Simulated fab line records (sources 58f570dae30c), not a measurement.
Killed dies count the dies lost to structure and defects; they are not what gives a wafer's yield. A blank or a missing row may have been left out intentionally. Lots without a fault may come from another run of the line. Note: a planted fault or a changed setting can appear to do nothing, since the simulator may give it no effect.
Split-lot experiment | flow berkeley_cmos170 | route with 331 steps; 5 lots, 23 wafers read

## SPLIT DETAILS
At UCB170_SDANNEAL_RTA_01 (time 5 s), the setting time_s was moved away from the recipe's 5 s on 6 of the 23 wafers read, by -5.2% to +14.2%. All remaining wafers had this setting at the recipe value.

## FROM THE SPLIT TO THE READING: what the file shows between them, 1 step
- UCB170_SDANNEAL_RS_MEAS_02: measures by four-point-probe

## THE READING
NSD_RS (ohm/sq), read at UCB170_SDANNEAL_RS_MEAS_03 with a four-point probe. On this fab line, fault-free wafers typically give 37.01 ohm/sq with a standard deviation of 0.096 ohm/sq.

wafer  | tool, chamber at the split | time_s as run, s | against the recipe | NSD_RS, ohm/sq | against lot-mates on the recipe
L074.2 | rtp_anneal-02, 0           | 5                | recipe             | 37.02          | -
L074.4 | rtp_anneal-02, 0           | 5                | recipe             | 37.01          | -
L074.6 | rtp_anneal-02, 0           | 5                | recipe             | 37.08          | -
L079.1 | rtp_anneal-02, 0           | 5                | recipe             | 37.10          | -
L079.3 | rtp_anneal-02, 0           | 5                | recipe             | 37.02          | -
L079.4 | rtp_anneal-02, 0           | 5                | recipe             | 36.99          | -
L079.5 | rtp_anneal-02, 0           | 5                | recipe             | 37.11          | -
L079.6 | rtp_anneal-02, 0           | 5                | recipe             | 37.07          | -
L078.1 | rtp_anneal-02, 0           | 5                | recipe             | 37.05          | -
L078.2 | rtp_anneal-02, 0           | 4.741            | -5.2%              | 37.26          | +0.25
L078.3 | rtp_anneal-02, 0           | 4.741            | -5.2%              | 37.10          | +0.09
L078.5 | rtp_anneal-02, 0           | 4.741            | -5.2%              | 37.04          | +0.03
L078.6 | rtp_anneal-02, 0           | 5                | recipe             | 36.97          | -
L084.1 | rtp_anneal-01, 0           | 5                | recipe             | 36.94          | -
L084.3 | rtp_anneal-01, 0           | 5                | recipe             | 37.03          | -
L084.4 | rtp_anneal-01, 0           | 5                | recipe             | 36.87          | -
L084.5 | rtp_anneal-01, 0           | 5                | recipe             | 36.92          | -
L084.6 | rtp_anneal-01, 0           | 5                | recipe             | 36.96          | -
L085.1 | rtp_anneal-01, 0           | 5.709            | +14.2%             | 36.55          | -0.43
L085.2 | rtp_anneal-01, 0           | 5.709            | +14.2%             | 36.56          | -0.42
L085.3 | rtp_anneal-01, 0           | 5.709            | +14.2%             | 36.58          | -0.40
L085.4 | rtp_anneal-01, 0           | 5                | recipe             | 36.96          | -
L085.6 | rtp_anneal-01, 0           | 5                | recipe             | 37.00          | -

FIT RESULTS
A straight line over all 23 wafers: NSD_RS changes by -0.0302 ohm/sq for each +1% of time_s; r = -0.93; the points scatter about the line by 0.068 ohm/sq.
The same after taking each lot's own level away (the mean of its wafers on the recipe; 23 wafers): -0.0285 ohm/sq for each +1%; r = -0.95; scatter 0.053 ohm/sq.
Per that fit: largest time_s move, reading shift of 0.4 ohm/sq.
The span of the lots' own levels, 36.944 to 37.058 ohm/sq, comes to 1.2 times the standard deviation stated above.
So the lot-to-lot level changes the slope little: the two slopes agree.
Check: with one of the wafers moved furthest among these (+14.2%) left out of the fit, the line predicts -0.401 ohm/sq for it against its lot-mates. It came out at -0.43 ohm/sq against them.

## THE WHOLE CHAIN: every reading that the file lists as answering this split, in the file's order
step                       | what it does                 | reading | change (the file's fit)             | r (the file's)
UCB170_SDANNEAL_RS_MEAS_02 | measures by four-point-probe | PSD_RS  | -0.155 for each +1% of the setting  | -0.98
UCB170_SDANNEAL_RS_MEAS_03 | measures by four-point-probe | NSD_RS  | -0.0287 for each +1% of the setting | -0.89

## THE FILE'S OWN FIT
NSD_RS changes by -0.0287 ohm/sq for each +1% of time_s, r = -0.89.
